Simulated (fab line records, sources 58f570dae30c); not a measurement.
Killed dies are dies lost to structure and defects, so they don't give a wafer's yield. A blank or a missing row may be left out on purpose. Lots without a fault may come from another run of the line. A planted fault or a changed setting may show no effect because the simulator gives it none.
One fault seen from 2 desks | flow berkeley_cmos170 | each desk has only its own numbers; what lay behind them comes last

THE METROLOGY DESK
What the gauges read, lot by lot, whatever tool the lot ran on: means of the sampled wafers that have a number. A lot is out of limits, marked OUT, if its mean lies more than 4 standard deviations from the usual mean; the brackets give that distance.
Columns: A = PFIELD_TW at UCB170_PFIELD_TW_MEAS_09, usual 600; B = NVT_TW at UCB170_NVT_TW_MEAS_09, usual 524.3; C = GATE_OVL at UCB170_GATE_OVL_MEAS_13, usual 0 nm; D = PSD_OVL at UCB170_PSD_OVL_MEAS_07, usual 2 nm
lot  | first seen here | A   | B               | C  | D
L399 | day 4 01:23     | 596 | 520.1           | 1  | 2
L400 | day 4 10:45     | 596 | 523.5           | 1  | 7
L401 | day 4 21:26     | 595 | 523.2           | 3  | -0
L403 | day 4 22:09     | 595 | 524.7           | 5  | 9
L402 | day 5 03:29     | 600 | 523.1           | 2  | 6
L405 | day 5 05:58     | 599 | 523.9           | 4  | 2
L404 | day 5 06:21     | 598 | 522.8           | 1  | 7
L406 | day 6 01:55     | 599 | 526.4           | -7 | 7
L408 | day 6 02:23     | 602 | 526.7           | 1  | -3
L413 | day 7 10:42     | 601 | 553.8 (+13) OUT | -1 | 2
L416 | day 8 03:32     | 603 | 551.7 (+12) OUT | -8 | -3
L419 | day 8 16:34     | 601 | 525.6           | 5  | 1
L421 | day 9 10:59     | 604 | 526.1           | 7  | 3
L422 | day 9 11:26     | 604 | 525.1           | -7 | -3
This desk's finding: out of limits on L413, L416; first on L413, day 8 11:05 (NVT_TW at UCB170_NVT_TW_MEAS_09). In limits: L399, L400, L401, L403, L402, L405, L404, L406, L408, L419, L421, L422.

THE TOOL OWNER'S DESK: implanter-03
The tool's own readings at UCB170_NVT_IMPLANT_07: means of the sampled wafers that have a number, for each lot that ran on this tool. A lot is out of limits, marked OUT, if its mean lies more than 4 standard deviations from the usual mean; the brackets give that distance.
Columns: A = dose_ions_cm2 at UCB170_NVT_IMPLANT_07, usual 3e+12; B = faraday_current_uA at UCB170_NVT_IMPLANT_07, usual 9.48; C = tilt_deg at UCB170_NVT_IMPLANT_07, usual 6.998 degrees
lot  | first seen here | A                       | B                | C
L401 | day 6 09:11     | 3e+12                   | 9.60             | 7.003
L405 | day 6 20:53     | 3e+12                   | 9.42             | 6.972
L408 | day 7 08:40     | 3e+12                   | 9.51             | 6.978
L413 | day 8 10:50     | 4e+12 (+99 or more) OUT | 11.26 (+9.9) OUT | 7.033
L416 | day 9 04:37     | 4e+12 (+99 or more) OUT | 11.25 (+9.9) OUT | 7.012
This desk's finding: out of limits on L413, L416; first on L413, day 8 10:50 (dose_ions_cm2 at UCB170_NVT_IMPLANT_07). In limits: L401, L405, L408.

PUT TOGETHER
The tool owner's desk could have raised an alarm at day 8 10:50, on L413, L416.
The metrology desk could have raised an alarm at day 8 11:05, on L413, L416.
Of the lots named, all ran UCB170_NVT_IMPLANT_07 on implanter-03.

WHAT THE SIMULATOR HAD PUT IN
Process parameter drift: implanter-03, from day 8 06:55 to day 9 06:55, at UCB170_NVT_IMPLANT_07. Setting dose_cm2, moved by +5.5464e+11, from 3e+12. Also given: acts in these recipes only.
Lots struck among those shown: L413, L416.
Hours from the fault's start to each desk's first reading out of limits: the tool owner's desk, 4; the metrology desk, 4.
